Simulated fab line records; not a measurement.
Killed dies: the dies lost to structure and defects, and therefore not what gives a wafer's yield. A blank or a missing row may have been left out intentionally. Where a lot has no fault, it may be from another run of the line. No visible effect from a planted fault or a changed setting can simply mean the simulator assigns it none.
Lot-split experiment ; flow rit-cmos ; route with 202 steps; 5 lots, 15 wafers read

SPLIT DETAILS
At RIT_CONTACT_CVD_00 (deposits SiO2 from TEOS, target thk 400 nm, time 61 s), the setting rf-w was moved away from the recipe's 400 W on 4 of the 15 wafers read, by -11.0% to +10.5%. This setting was run at the recipe's value on the other wafers.

FROM THE SPLIT TO THE READING: what the file shows between them, 3 steps
- RIT_M1_SPUTTER_00: material Al, target thk 400 nm, time 500 s (also split here: power-w)
- RIT_M1_RS_MEAS_01: measures by four-point-probe
- RIT_M1_THK_MEAS_02: measures by xrf

THE READING
SiO2_of_CONTACT_CVD_00.thk-nm (the simulator's own value, which no gauge read), in nm, at RIT_M1_METAL_ETCH_12 (etches Al in Cl2/BCl3, stops on SiO2, time 165 s, target depth 600 nm). There is no usual value for it anywhere in the file. Average 363.7 nm, standard deviation 5.2 nm, over the 11 wafers here run with the recipe.

wafer;tool, chamber at the split;rf-w as run, W;against the recipe;SiO2_of_CONTACT_CVD_00.thk-nm, nm;against lot-mates on the recipe
L076.1;pecvd-03, 1,0,2;400;recipe;360.9;-
L076.3;pecvd-03, 1,0,2;400;recipe;356.1;-
L076.6;pecvd-03, 1,0,2;400;recipe;364.2;-
L078.1;pecvd-01, 0,2,2;400;recipe;358.6;-
L078.2;pecvd-01, 0,2,2;400;recipe;355.7;-
L078.3;pecvd-01, 1,0;442;+10.5%;370;+10.2
L078.4;pecvd-01, 0,2,2;400;recipe;365;-
L078.5;pecvd-01, 1,0;442;+10.5%;378.4;+18.6
L080.2;pecvd-02, 0,1,1;400;recipe;366.3;-
L080.5;pecvd-02, 2,0;360.2;-10.0%;359;-10.2
L080.6;pecvd-02, 0,1,1;400;recipe;372.1;-
L082.5;pecvd-03, 1;355.9;-11.0%;355.8;-15.4
L082.6;pecvd-03, 0,2,0;400;recipe;371.2;-
L084.4;pecvd-01, 1,2,1,0,2;400;recipe;367.1;-
L084.6;pecvd-01, 1,2,1,0,2;400;recipe;363.3;-
When a row names more than one chamber, that row covers several wafers, and the file does not tell which wafer ran in which chamber.

FIT RESULTS
A straight line over all 15 wafers: SiO2_of_CONTACT_CVD_00.thk-nm changes by +0.803 nm for each +1% of rf-w; r = +0.67; the points scatter about the line by 5.2 nm.
The same after taking each lot's own level away (the mean of its wafers on the recipe; 15 wafers): +1.3 nm for each +1%; r = +0.91; scatter 3.4 nm.
The reading moves by 14 nm for the largest change in rf-w, on that fit.
Across the lots, their own levels run from 359.77 to 371.20 nm, a range of 2.2 times the standard deviation given above.
So the lot-to-lot level blurs the effect unless lot-mates are compared.
Check: for one of the wafers moved furthest among these (-11.0%), held out of the fit, the line's prediction against its lot-mates is -13.5 nm. It came out at -15.4 nm against them.

ADDITIONAL SPLITS CARRIED BY THESE WAFERS
Before the reading, these wafers also passed through other splits. Each is held against what the fit with the lots' levels taken away leaves over:
other split on the same wafers;wafers away from the commonest value;r with SiO2_of_CONTACT_CVD_00.thk-nm (lot level and that fit taken away)
RIT_GATE_ETCH_19 over-etch-frac;8;-0.15
RIT_NLDD_COAT_01 resist-thk-nm;4;-0.11
RIT_NLDD_IMPLANT_08 energy-kev;5;+0.18
RIT_NSD_IMPLANT_08 energy-kev;6;+0.14
RIT_SILICIDE_SPUTTER_01 power-w;4;+0.07
RIT_M1_SPUTTER_00 power-w;2;+0.05

FILE'S OWN FIT
SiO2_of_CONTACT_CVD_00.thk-nm changes by +1.29 nm for each +1% of rf-w, r = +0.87.
